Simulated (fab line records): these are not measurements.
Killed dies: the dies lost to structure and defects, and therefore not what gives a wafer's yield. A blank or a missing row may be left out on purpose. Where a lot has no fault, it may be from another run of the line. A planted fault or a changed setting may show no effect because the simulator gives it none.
Split-lot study ; flow berkeley-cmos170 ; 5 lots, 23 wafers read, on a route of 331 steps

SPLIT DETAILS
At UCB170_M3_SPUTTER_01 (material Al, target thk 900 nm, time 120 s), the setting time-s was moved away from the recipe's 120 s on 5 of the 23 wafers read, by -6.6% to +7.1%. This setting was run at the recipe's value on the other wafers.

FROM THE SPLIT TO THE READING: what the file shows between them, 1 step
- UCB170_M3_RS_MEAS_02: measures by four-point-probe

THE READING
M3_AL_THK, in nm, at UCB170_M3_THK_MEAS_03 (measures by xrf). A value of 890 nm with a standard deviation of 9.1 nm is what fault-free wafers of this fab line usually give.

wafer;tool, chamber at the split;time-s as run, s;against the recipe;M3_AL_THK, nm;against lot-mates on the recipe
L076.2;pvd-sputter-03, -;112.1;-6.6%;831;-54
L076.3;pvd-sputter-03, -;112.1;-6.6%;832;-54
L076.4;pvd-sputter-03, -;120;recipe;879;-
L076.5;pvd-sputter-03, -;120;recipe;892;-
L076.6;pvd-sputter-03, -;112.1;-6.6%;835;-50
L075.2;pvd-sputter-04, -;120;recipe;892;-
L075.3;pvd-sputter-04, -;120;recipe;879;-
L075.4;pvd-sputter-04, -;120;recipe;888;-
L075.5;pvd-sputter-04, -;120;recipe;880;-
L075.6;pvd-sputter-04, -;120;recipe;899;-
L078.1;pvd-sputter-03, -;120;recipe;881;-
L078.3;pvd-sputter-03, -;128.5;+7.1%;952;+69
L078.4;pvd-sputter-03, -;120;recipe;884;-
L078.5;pvd-sputter-03, -;128.5;+7.1%;951;+68
L078.6;pvd-sputter-03, -;120;recipe;884;-
L080.1;pvd-sputter-01, -;120;recipe;884;-
L080.2;pvd-sputter-01, -;120;recipe;890;-
L080.5;pvd-sputter-01, -;120;recipe;875;-
L085.1;pvd-sputter-01, -;120;recipe;900;-
L085.2;pvd-sputter-01, -;120;recipe;896;-
L085.4;pvd-sputter-01, -;120;recipe;887;-
L085.5;pvd-sputter-01, -;120;recipe;903;-
L085.6;pvd-sputter-01, -;120;recipe;901;-

FIT RESULTS
A straight line over all 23 wafers: M3_AL_THK changes by +8.67 nm for each +1% of time-s; r = +0.97; the points scatter about the line by 7.8 nm.
The same after taking each lot's own level away (the mean of its wafers on the recipe; 23 wafers): +8.77 nm for each +1%; r = +0.98; scatter 6.1 nm.
On that fit, the largest move of time-s shifts the reading by 62 nm.
The lots' own levels span 883.0 to 897.4 nm, that is 1.6 times the standard deviation above.
Hence the lot-to-lot level has little effect on the slope; both slopes agree.
Check: +61.1 nm against its lot-mates is what the line predicts for one of the wafers moved furthest among these (+7.1%) when that wafer is left out of the fit. It came out at +69 nm against them.

FURTHER SPLITS ON THESE WAFERS
Other splits were also applied to these wafers ahead of the reading. Each is held against what the fit with the lots' levels taken away leaves over:
other split on the same wafers;wafers away from the commonest value;r with M3_AL_THK (lot level and that fit taken away)
UCB170_M1_SPUTTER_00 time-s;7;-0.23
UCB170_V1_PEB_10 peb-temp-c;7;+0.40
UCB170_M2_SPUTTER_01 power-w;5;-0.07
UCB170_M2_EXPOSE_12 dose-mj;8;+0.14
UCB170_M2_METAL_ETCH_18 time-s;10;-0.06

THE WHOLE CHAIN: every reading that the file lists as answering this split, in the file's order
step;what it does;reading;change (the file's fit);r (the file's)
UCB170_M3_SPUTTER_01;material Al, target thk 900 nm, time 120 s;Al_of_M3_SPUTTER_01.thk-nm (the simulator's own value, which no gauge read);+9.37 nm for each +1% of the setting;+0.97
UCB170_M3_RS_MEAS_02;measures by four-point-probe;M3_AL_RS;-0.000342 for each +1% of the setting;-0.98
UCB170_M3_THK_MEAS_03;measures by xrf;M3_AL_THK;+8.93 for each +1% of the setting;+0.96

THE FILE'S OWN FIT
M3_AL_THK changes by +8.93 nm for each +1% of time-s, r = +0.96.
